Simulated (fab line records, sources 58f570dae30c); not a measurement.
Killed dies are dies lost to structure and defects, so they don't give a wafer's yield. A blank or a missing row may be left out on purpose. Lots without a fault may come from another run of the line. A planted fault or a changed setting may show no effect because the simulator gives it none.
Tool commonality check | flow berkeley_cmos170 | 14 lots, 51 wafers sampled

WHY IT WAS OPENED
At UCB170_FIELD_THK_MEAS_02 the reading FIELD_OXIDE_THK is flagged on 3 of 14 lots. Wafers without a fault read 565 nm, standard deviation 12.
Rule: a lot is flagged when every wafer of it that has a number lies more than 4 standard deviations from that mean, or none has a number. The other lots count as sound.

lot  | measured    | on            | FIELD_OXIDE_THK (nm), wafer by wafer | flag
L779 | day 4 21:59 | film_metro-04 | 562 562 561                          |
L780 | day 4 21:59 | film_metro-02 | 580 566 563                          |
L781 | day 5 09:36 | film_metro-02 | 558 556 565                          |
L782 | day 5 09:38 | film_metro-01 | 596 592 600                          |
L783 | day 5 09:40 | film_metro-01 | 585 582 587                          |
L784 | day 5 20:58 | film_metro-02 | 570 582 566                          |
L785 | day 6 08:10 | film_metro-01 | 672 677 677 672 677 677              | FLAGGED
L786 | day 6 08:12 | film_metro-02 | 676 673 684 676 672 684              | FLAGGED
L787 | day 6 19:21 | film_metro-04 | 562 561 557                          |
L789 | day 6 22:10 | film_metro-01 | 694 693 695 695 692 694              | FLAGGED
L792 | day 7 15:39 | film_metro-01 | 571 562 564                          |
L791 | day 7 15:40 | film_metro-04 | 567 580 583                          |
L802 | day 9 22:05 | film_metro-04 | 554 557 558                          |
L801 | day 9 22:05 | film_metro-02 | 566 555 563                          |
The numbers of the flagged lots are 682 nm on average: +117 nm against the usual, or +10 standard deviations.

WHICH TOOL RAN EACH LOT
The record holds 2 process steps before the reading, out of a route of 331 steps. In each cell: the tool, then ch and the chambers that the sampled wafers went through, then the start.
lot  | flag    | UCB170_NWELL_ETCH_13              | UCB170_FIELD_OXIDATION_01
L779 |         | rie_diel-04 ch 0,3, day 2 12:13   | furnace-01 ch 0, day 4 18:59
L780 |         | rie_diel-02 ch 0,2,3, day 2 12:07 | furnace-01 ch 0, day 4 18:59
L781 |         | rie_diel-03 ch 0,1,3, day 2 13:00 | furnace-04 ch 0, day 5 06:36
L782 |         | rie_diel-04 ch 0,1,2, day 2 20:58 | furnace-04 ch 0, day 5 06:36
L783 |         | rie_diel-02 ch 0,1,3, day 3 00:47 | furnace-04 ch 0, day 5 06:36
L784 |         | rie_diel-02 ch 1,2, day 3 08:28   | furnace-04 ch 0, day 5 17:58
L785 | FLAGGED | rie_diel-04 ch 0,2,3, day 3 14:17 | furnace-04 ch 0, day 6 05:10
L786 | FLAGGED | rie_diel-04 ch 1,2,3, day 3 18:43 | furnace-04 ch 0, day 6 05:10
L787 |         | rie_diel-04 ch 0,1,2, day 3 23:50 | furnace-03 ch 0, day 6 16:21
L789 | FLAGGED | rie_diel-03 ch 0,2,3, day 4 08:51 | furnace-04 ch 0, day 6 19:09
L792 |         | rie_diel-03 ch 1,3, day 5 03:12   | furnace-01 ch 0, day 7 12:39
L791 |         | rie_diel-03 ch 0,3, day 5 03:36   | furnace-01 ch 0, day 7 12:39
L802 |         | rie_diel-02 ch 0,1, day 7 03:44   | furnace-04 ch 0, day 9 19:05
L801 |         | rie_diel-04 ch 0,3, day 7 03:50   | furnace-04 ch 0, day 9 19:05
What these steps do:
- UCB170_NWELL_ETCH_13: etches Si3N4 in CH3F/Ar/O2, stops on SiO2, target depth 246.4 nm, time 154 s.
- UCB170_FIELD_OXIDATION_01: target thk 558.3 nm, ox time 7200 s.
- UCB170_FIELD_THK_MEAS_02

FLAGGED OVER TOTAL, TOOL BY TOOL (the gauges that took the reading come last)
step                      | tool          | lots run | flagged | share of the flagged lots | sound lots run after its first flagged lot
UCB170_NWELL_ETCH_13      | rie_diel-02   | 4        | 0       | none                      | -
UCB170_NWELL_ETCH_13      | rie_diel-03   | 4        | 1       | some                      | 2 (L792,L791)
UCB170_NWELL_ETCH_13      | rie_diel-04   | 6        | 2       | some                      | 2 (L787,L801)
UCB170_FIELD_OXIDATION_01 | furnace-01    | 4        | 0       | none                      | -
UCB170_FIELD_OXIDATION_01 | furnace-03    | 1        | 0       | none                      | -
UCB170_FIELD_OXIDATION_01 | furnace-04    | 9        | 3       | all                       | 2 (L801,L802)
UCB170_FIELD_THK_MEAS_02  | film_metro-01 | 5        | 2       | some                      | 1 (L792)
UCB170_FIELD_THK_MEAS_02  | film_metro-02 | 5        | 1       | some                      | 1 (L801)
UCB170_FIELD_THK_MEAS_02  | film_metro-04 | 4        | 0       | none                      | -

WHAT THE TABLE ALLOWS
1 row of the table ran every flagged lot: furnace-04 at UCB170_FIELD_OXIDATION_01.
- furnace-04 at UCB170_FIELD_OXIDATION_01: 3 of its 9 lots flagged. Sound lots ran on it after the first flagged one (L801, L802), which a lasting fault on the whole tool wouldn't allow.
No row of the table ran every flagged lot and no sound lot after the first.

WHAT THE SIMULATOR HAD PUT IN
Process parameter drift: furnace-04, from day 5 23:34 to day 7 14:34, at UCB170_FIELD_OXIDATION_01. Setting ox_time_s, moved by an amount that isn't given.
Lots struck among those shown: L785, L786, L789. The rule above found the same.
